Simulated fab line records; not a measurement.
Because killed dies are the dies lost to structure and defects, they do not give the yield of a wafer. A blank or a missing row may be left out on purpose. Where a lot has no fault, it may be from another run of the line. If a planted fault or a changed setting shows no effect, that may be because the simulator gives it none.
fab line records :: flow berkeleyCmos170
record
  lots=14
  wafers=42
  lastDay=12
route steps=331 shown GATE@134
lots untouched by any fault: they come from a run of this same line in which no faults occurred
startH: the number of hours between the record's first day and the start of the first shown wafer of the lot :: waitH: hours from the lot's prior step to this one :: " the same as in the row above :: L1.1+2: several wafers, shown together as one row :: - no value present, or no start provided :: * or withheld: withheld :: < > ~ a bound
route shown NAME@n: NAME is a module with steps in the file, n the number in the route of the first one :: usual: mean and standard deviation over wafers with no fault :: same: alike in all rows :: chamber/n: place in a boat :: sites: the reading at each site :: _std_site: standard deviation across them :: _edge_site: the outer-site mean with the inner-site mean subtracted :: radiusMm: how far each site lies from the wafer's centre :: mask NAME#n: copy n :: behind: tool/chamber where the wafer was last shaped :: hold: why the lot was held/for how many hours/how that ended :: device: whichever transistor did not switch (one of n, p or np) :: end of line: the same wafers' tests at the end of the route :: a step with no rows: only its recipe :: killed: count of dies lost to structure and defects at first sort (not the wafer's yield) :: map: per-die view of a wafer (x killed, . not killed, _ where there is no die)
set.NAME: the run value of the setting; set.NAME@STEP: its run value at that earlier step :: model.NAME: the simulator's own value behind a step, which no gauge read
steps of the route over a sample of lots; a table a step, a row a wafer
## steps
# step UCB170_GATE_SOFTBAKE_08
# recipe
  resist=KrF
  tempC=130
  timeS=60
# usual
  heaterPowerTotalW=56.80/0.042
  plateTempC=130.04/0.15
lot.wafer: L163.2
tool: lithoTrack-02
chamber: 0
startH: 128
waitH: -
heaterPowerTotalW: 56.81
plateTempC: 130.28

lot.wafer: L163.3
tool: lithoTrack-02
chamber: 0
startH: 128
waitH: -
heaterPowerTotalW: 56.85
plateTempC: 130.06

lot.wafer: L163.5
tool: lithoTrack-02
chamber: 0
startH: 128
waitH: -
heaterPowerTotalW: 56.80
plateTempC: 130.11

lot.wafer: L168.2
tool: lithoTrack-02
chamber: 0
startH: 146
waitH: -
heaterPowerTotalW: 56.83
plateTempC: 130.00

lot.wafer: L168.4
tool: lithoTrack-02
chamber: 0
startH: 146
waitH: -
heaterPowerTotalW: 56.80
plateTempC: 129.91

lot.wafer: L168.5
tool: lithoTrack-02
chamber: 0
startH: 146
waitH: -
heaterPowerTotalW: 56.78
plateTempC: 130.11

lot.wafer: L167.1
tool: lithoTrack-04
chamber: 0
startH: 146
waitH: -
heaterPowerTotalW: 56.79
plateTempC: 130.07

lot.wafer: L167.2
tool: lithoTrack-04
chamber: 0
startH: 146
waitH: -
heaterPowerTotalW: 56.84
plateTempC: 129.93

lot.wafer: L167.3
tool: lithoTrack-04
chamber: 0
startH: 146
waitH: -
heaterPowerTotalW: 56.79
plateTempC: 130.01

lot.wafer: L171.1
tool: lithoTrack-04
chamber: 0
startH: 155
waitH: -
heaterPowerTotalW: 56.78
plateTempC: 129.96

lot.wafer: L171.2
tool: lithoTrack-04
chamber: 0
startH: 155
waitH: -
heaterPowerTotalW: 56.79
plateTempC: 129.84

lot.wafer: L171.5
tool: lithoTrack-04
chamber: 0
startH: 155
waitH: -
heaterPowerTotalW: 56.76
plateTempC: 129.98

lot.wafer: L169.3
tool: lithoTrack-02
chamber: 0
startH: 155
waitH: -
heaterPowerTotalW: 56.82
plateTempC: 129.95

lot.wafer: L169.4
tool: lithoTrack-02
chamber: 0
startH: 155
waitH: -
heaterPowerTotalW: 56.80
plateTempC: 130.32

lot.wafer: L169.6
tool: lithoTrack-02
chamber: 0
startH: 155
waitH: -
heaterPowerTotalW: 56.83
plateTempC: 130.00

lot.wafer: L172.1
tool: lithoTrack-02
chamber: 0
startH: 167
waitH: -
heaterPowerTotalW: 55.54
plateTempC: 127.94

lot.wafer: L172.3
tool: lithoTrack-02
chamber: 0
startH: 167
waitH: -
heaterPowerTotalW: 55.50
plateTempC: 127.72

lot.wafer: L172.5
tool: lithoTrack-02
chamber: 0
startH: 167
waitH: -
heaterPowerTotalW: 55.65
plateTempC: 127.90

lot.wafer: L173.2
tool: lithoTrack-04
chamber: 0
startH: 168
waitH: -
heaterPowerTotalW: 56.72
plateTempC: 130.15

lot.wafer: L173.5
tool: lithoTrack-04
chamber: 0
startH: 168
waitH: -
heaterPowerTotalW: 56.78
plateTempC: 129.99

lot.wafer: L173.6
tool: lithoTrack-04
chamber: 0
startH: 168
waitH: -
heaterPowerTotalW: 56.86
plateTempC: 129.99

lot.wafer: L175.4
tool: lithoTrack-02
chamber: 0
startH: 190
waitH: -
heaterPowerTotalW: 55.53
plateTempC: 127.71

lot.wafer: L175.5
tool: lithoTrack-02
chamber: 0
startH: 190
waitH: -
heaterPowerTotalW: 55.50
plateTempC: 127.87

lot.wafer: L175.6
tool: lithoTrack-02
chamber: 0
startH: 190
waitH: -
heaterPowerTotalW: 55.55
plateTempC: 127.68

lot.wafer: L180.1
tool: lithoTrack-04
chamber: 0
startH: 223
waitH: -
heaterPowerTotalW: 56.84
plateTempC: 129.95

lot.wafer: L180.2
tool: lithoTrack-04
chamber: 0
startH: 223
waitH: -
heaterPowerTotalW: 56.80
plateTempC: 130.10

lot.wafer: L180.5
tool: lithoTrack-04
chamber: 0
startH: 223
waitH: -
heaterPowerTotalW: 56.79
plateTempC: 130.00

lot.wafer: L179.1
tool: lithoTrack-03
chamber: 0
startH: 223
waitH: -
heaterPowerTotalW: 56.78
plateTempC: 129.81

lot.wafer: L179.2
tool: lithoTrack-03
chamber: 0
startH: 223
waitH: -
heaterPowerTotalW: 56.74
plateTempC: 130.06

lot.wafer: L179.6
tool: lithoTrack-03
chamber: 0
startH: 223
waitH: -
heaterPowerTotalW: 56.86
plateTempC: 129.82

lot.wafer: L183.4
tool: lithoTrack-04
chamber: 0
startH: 238
waitH: -
heaterPowerTotalW: 56.75
plateTempC: 130.16

lot.wafer: L183.5
tool: lithoTrack-04
chamber: 0
startH: 238
waitH: -
heaterPowerTotalW: 56.80
plateTempC: 130.13

lot.wafer: L183.6
tool: lithoTrack-04
chamber: 0
startH: 238
waitH: -
heaterPowerTotalW: 56.82
plateTempC: 130.03

lot.wafer: L184.2
tool: lithoTrack-03
chamber: 0
startH: 238
waitH: -
heaterPowerTotalW: 56.72
plateTempC: 130.06

lot.wafer: L184.3
tool: lithoTrack-03
chamber: 0
startH: 238
waitH: -
heaterPowerTotalW: 56.73
plateTempC: 129.92

lot.wafer: L184.4
tool: lithoTrack-03
chamber: 0
startH: 238
waitH: -
heaterPowerTotalW: 56.79
plateTempC: 129.92

lot.wafer: L186.1
tool: lithoTrack-02
chamber: 0
startH: 246
waitH: -
heaterPowerTotalW: 56.83
plateTempC: 129.83

lot.wafer: L186.3
tool: lithoTrack-02
chamber: 0
startH: 246
waitH: -
heaterPowerTotalW: 56.73
plateTempC: 130.02

lot.wafer: L186.6
tool: lithoTrack-02
chamber: 0
startH: 246
waitH: -
heaterPowerTotalW: 56.81
plateTempC: 130.11

lot.wafer: L185.3
tool: lithoTrack-03
chamber: 0
startH: 246
waitH: -
heaterPowerTotalW: 56.83
plateTempC: 130.23

lot.wafer: L185.5
tool: lithoTrack-03
chamber: 0
startH: 246
waitH: -
heaterPowerTotalW: 56.82
plateTempC: 130.08

lot.wafer: L185.6
tool: lithoTrack-03
chamber: 0
startH: 246
waitH: -
heaterPowerTotalW: 56.75
plateTempC: 130.18
# step UCB170_GATE_CD_MEAS_12
# recipe
  targetCdNm=350
# usual
  cdNm=350.0/1.4
lot.wafer: L163.2
tool: cdSem-01
chamber: -
startH: 129.28
waitH: -
cdNm: 349.6

lot.wafer: L163.3
tool: cdSem-01
chamber: -
startH: 129.28
waitH: -
cdNm: 351.4

lot.wafer: L163.5
tool: cdSem-01
chamber: -
startH: 129.28
waitH: -
cdNm: 348.9

lot.wafer: L168.2
tool: cdSem-02
chamber: -
startH: 146.63
waitH: -
cdNm: 349.6

lot.wafer: L168.4
tool: cdSem-02
chamber: -
startH: 146.63
waitH: -
cdNm: 351.6

lot.wafer: L168.5
tool: cdSem-02
chamber: -
startH: 146.63
waitH: -
cdNm: 350.6

lot.wafer: L167.1
tool: cdSem-01
chamber: -
startH: 147.12
waitH: -
cdNm: 350.4

lot.wafer: L167.2
tool: cdSem-01
chamber: -
startH: 147.12
waitH: -
cdNm: 350.9

lot.wafer: L167.3
tool: cdSem-01
chamber: -
startH: 147.12
waitH: -
cdNm: 350.3

lot.wafer: L171.1
tool: cdSem-01
chamber: -
startH: 156.61
waitH: -
cdNm: 349.7

lot.wafer: L171.2
tool: cdSem-01
chamber: -
startH: 156.61
waitH: -
cdNm: 350.9

lot.wafer: L171.5
tool: cdSem-01
chamber: -
startH: 156.61
waitH: -
cdNm: 349.1

lot.wafer: L169.3
tool: cdSem-02
chamber: -
startH: 156.74
waitH: -
cdNm: 350.3

lot.wafer: L169.4
tool: cdSem-02
chamber: -
startH: 156.74
waitH: -
cdNm: 349.9

lot.wafer: L169.6
tool: cdSem-02
chamber: -
startH: 156.74
waitH: -
cdNm: 350.0

lot.wafer: L172.1
tool: cdSem-01
chamber: -
startH: 168.94
waitH: -
cdNm: 354.9

lot.wafer: L172.3
tool: cdSem-01
chamber: -
startH: 168.94
waitH: -
cdNm: 355.7

lot.wafer: L172.5
tool: cdSem-01
chamber: -
startH: 168.94
waitH: -
cdNm: 355.9

lot.wafer: L173.2
tool: cdSem-02
chamber: -
startH: 169.14
waitH: -
cdNm: 352.1

lot.wafer: L173.5
tool: cdSem-02
chamber: -
startH: 169.14
waitH: -
cdNm: 351.4

lot.wafer: L173.6
tool: cdSem-02
chamber: -
startH: 169.14
waitH: -
cdNm: 351.5

lot.wafer: L175.4
tool: cdSem-02
chamber: -
startH: 191.95
waitH: -
cdNm: 355.5

lot.wafer: L175.5
tool: cdSem-02
chamber: -
startH: 191.95
waitH: -
cdNm: 354.1

lot.wafer: L175.6
tool: cdSem-02
chamber: -
startH: 191.95
waitH: -
cdNm: 355.7

lot.wafer: L180.1
tool: cdSem-02
chamber: -
startH: 224.21
waitH: -
cdNm: 351.1

lot.wafer: L180.2
tool: cdSem-02
chamber: -
startH: 224.21
waitH: -
cdNm: 350.5

lot.wafer: L180.5
tool: cdSem-02
chamber: -
startH: 224.21
waitH: -
cdNm: 350.8

lot.wafer: L179.1
tool: cdSem-01
chamber: -
startH: 224.47
waitH: -
cdNm: 349.8

lot.wafer: L179.2
tool: cdSem-01
chamber: -
startH: 224.47
waitH: -
cdNm: 350.6

lot.wafer: L179.6
tool: cdSem-01
chamber: -
startH: 224.47
waitH: -
cdNm: 351.4

lot.wafer: L183.4
tool: cdSem-02
chamber: -
startH: 239.15
waitH: -
cdNm: 349.9

lot.wafer: L183.5
tool: cdSem-02
chamber: -
startH: 239.15
waitH: -
cdNm: 349.4

lot.wafer: L183.6
tool: cdSem-02
chamber: -
startH: 239.15
waitH: -
cdNm: 349.4

lot.wafer: L184.2
tool: cdSem-01
chamber: -
startH: 239.39
waitH: -
cdNm: 348.6

lot.wafer: L184.3
tool: cdSem-01
chamber: -
startH: 239.39
waitH: -
cdNm: 349.9

lot.wafer: L184.4
tool: cdSem-01
chamber: -
startH: 239.39
waitH: -
cdNm: 349.0

lot.wafer: L186.1
tool: cdSem-02
chamber: -
startH: 247.98
waitH: -
cdNm: 352.8

lot.wafer: L186.3
tool: cdSem-02
chamber: -
startH: 247.98
waitH: -
cdNm: 352.3

lot.wafer: L186.6
tool: cdSem-02
chamber: -
startH: 247.98
waitH: -
cdNm: 351.4

lot.wafer: L185.3
tool: cdSem-01
chamber: -
startH: 248.22
waitH: -
cdNm: 348.2

lot.wafer: L185.5
tool: cdSem-01
chamber: -
startH: 248.22
waitH: -
cdNm: 348.0

lot.wafer: L185.6
tool: cdSem-01
chamber: -
startH: 248.22
waitH: -
cdNm: 347.7
## key
firstSign
  step=UCB170_GATE_SOFTBAKE_08
  reading=heaterPowerTotalW
  direction=down
  sigmas=30
  usual=56.80
  struck=55.54
effect
  step=UCB170_GATE_SOFTBAKE_08
  reading=plateTempC
  direction=down
  sigmas=15
  usual=*
  struck=*
effect
  step=UCB170_GATE_CD_MEAS_12
  reading=cdNm
  direction=up
  sigmas=3.9
  usual=350.0
  struck=355.3
  through=controlLoop
metAt UCB170_GATE_SOFTBAKE_08
struckLots L172,L175
testerLeftOut L172,L175
loopTrim
  step=UCB170_GATE_EXPOSE_09
  setting=dose
  lots=L175
onsetBetween 155 167
fault
  kind=processParameterDrift
  tool=lithoTrack-02
  chamber=-
  onsetH=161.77
  steps=UCB170_GATE_SOFTBAKE_08
  channel=tempC
  offset=*
  shape=step
  endH=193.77
  actsIn=*
  stated=*
# testerLeftOut: of these lots the tester's yield and bins aren't shown, on N5 and GAA mostly nor the transistor test; their killed dies are dies lost to structure and defects alone, not to doping, threshold or leakage, so they don't give the yield
# loopTrim: a control loop set the setting to another value than it would have without faults
